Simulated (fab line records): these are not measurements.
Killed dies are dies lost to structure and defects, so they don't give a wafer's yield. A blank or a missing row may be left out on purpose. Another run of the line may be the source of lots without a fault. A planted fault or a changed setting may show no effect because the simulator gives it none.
Lot-split experiment -- flow ritCmos -- on a route of 202 steps: 5 lots, 23 wafers read

THE SPLIT
At RIT_ACTIVE_COAT_06 (resist thk 1000 nm), the setting resistThkNm was moved away from the recipe's 1000 nm on 11 of the 23 wafers read, by -2.1% to +5.4%. The other wafers ran this setting at the recipe's value.

FROM THE SPLIT TO THE READING: what the file shows between them, 8 steps
- RIT_ACTIVE_SOFTBAKE_07: time 60 s
- RIT_ACTIVE_EXPOSE_08: exposes mask M1, target cd 1400 nm
- RIT_ACTIVE_PEB_09
- RIT_ACTIVE_DEVELOP_10: develop time 50 s
- RIT_ACTIVE_CD_MEAS_11: target cd 1400 nm
- RIT_ACTIVE_HARDBAKE_12: time 60 s
- RIT_ACTIVE_ETCH_13: etches Si3N4 in SF6, stops on SiO2, time 210 s, target depth 210 nm (also split here: timeS)
- RIT_ACTIVE_STRIP_14: strips in O2, time 180 s

THE READING
cdNm (nm) at RIT_ACTIVE_CD_MEAS_90, where the cd target is 1400 nm. Fault-free wafers of this fab line usually give 1400.0 nm, standard deviation 2.1 nm.

wafer,"tool, chamber at the split","resistThkNm as run, nm",against the recipe,"cdNm, nm",against lot-mates on the recipe
L080.1,"lithoTrack-01, 0",1051,+5.1%,1405.0,+5.0
L080.2,"lithoTrack-01, 0",1051,+5.1%,1406.0,+6.0
L080.3,"lithoTrack-01, 0",1051,+5.1%,1405.5,+5.5
L080.4,"lithoTrack-01, 0",1000,recipe,1400.5,-
L080.6,"lithoTrack-01, 0",1000,recipe,1399.4,-
L081.1,"lithoTrack-04, 0",1000,recipe,1404.4,-
L081.2,"lithoTrack-04, 0",1000,recipe,1402.5,-
L081.3,"lithoTrack-04, 0",1000,recipe,1404.7,-
L081.4,"lithoTrack-04, 0",984.5,-1.5%,1401.2,-2.7
L081.5,"lithoTrack-04, 0",984.5,-1.5%,1401.6,-2.3
L083.1,"lithoTrack-01, 0",979.4,-2.1%,1399.2,-3.1
L083.2,"lithoTrack-01, 0",1000,recipe,1401.7,-
L083.4,"lithoTrack-01, 0",979.4,-2.1%,1399.1,-3.2
L083.5,"lithoTrack-01, 0",1000,recipe,1402.9,-
L083.6,"lithoTrack-01, 0",979.4,-2.1%,1400.0,-2.3
L084.3,"lithoTrack-04, 0",1000,recipe,1395.8,-
L084.4,"lithoTrack-04, 0",1000,recipe,1397.8,-
L084.6,"lithoTrack-04, 0",1000,recipe,1396.4,-
L085.2,"lithoTrack-04, 0",1000,recipe,1398.2,-
L085.3,"lithoTrack-04, 0",1054,+5.4%,1403.7,+4.7
L085.4,"lithoTrack-04, 0",1000,recipe,1399.8,-
L085.5,"lithoTrack-04, 0",1054,+5.4%,1402.8,+3.8
L085.6,"lithoTrack-04, 0",1054,+5.4%,1403.7,+4.7

FIT RESULTS
A straight line over all 23 wafers: cdNm changes by +0.666 nm for each +1% of resistThkNm; r = +0.62; the points scatter about the line by 2.3 nm.
The same after taking each lot's own level away (the mean of its wafers on the recipe; 23 wafers): +1.03 nm for each +1%; r = +0.96; scatter 0.84 nm.
Per that fit: largest resistThkNm move, reading shift of 5.5 nm.
From 1396.67 to 1403.87 nm: that is the span of the lots' own levels, equal to 3.4 times the standard deviation above.
So the lot-to-lot level blurs the effect unless lot-mates are compared.
Check: with one of the wafers moved furthest among these (+5.4%) left out of the fit, the line predicts +5.37 nm for it against its lot-mates. Against them it came out at +4.7 nm.

OTHER SPLITS APPLIED TO THESE WAFERS
Before the reading, these wafers also passed through other splits. Each is held against what the fit with the lots' levels taken away leaves over:
other split on the same wafers,wafers away from the commonest value,r with cdNm (lot level and that fit taken away)
RIT_ACTIVE_CVD_03 timeS,18,-0.11
RIT_ACTIVE_ETCH_13 timeS,10,-0.04

THE WHOLE CHAIN: every reading that the file lists as answering this split, in the file's order
step,what it does,reading,change (the file's fit),r (the file's)
RIT_ACTIVE_COAT_06,resist thk 1000 nm,"NOVOLAK_of_ACTIVE_COAT_06.thkNm (the simulator's own value, which no gauge read)",+10.1 nm for each +1% of the setting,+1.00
RIT_ACTIVE_CD_MEAS_11,target cd 1400 nm,cdNm,+0.972 nm for each +1% of the setting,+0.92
RIT_ACTIVE_HARDBAKE_12,time 60 s,"NOVOLAK_of_ACTIVE_COAT_06.thkNm (the simulator's own value, which no gauge read)",+8.84 nm for each +1% of the setting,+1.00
RIT_ACTIVE_CD_MEAS_90,target cd 1400 nm,cdNm,+1 nm for each +1% of the setting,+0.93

THE FILE'S OWN FIT
cdNm changes by +1 nm for each +1% of resistThkNm, r = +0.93.
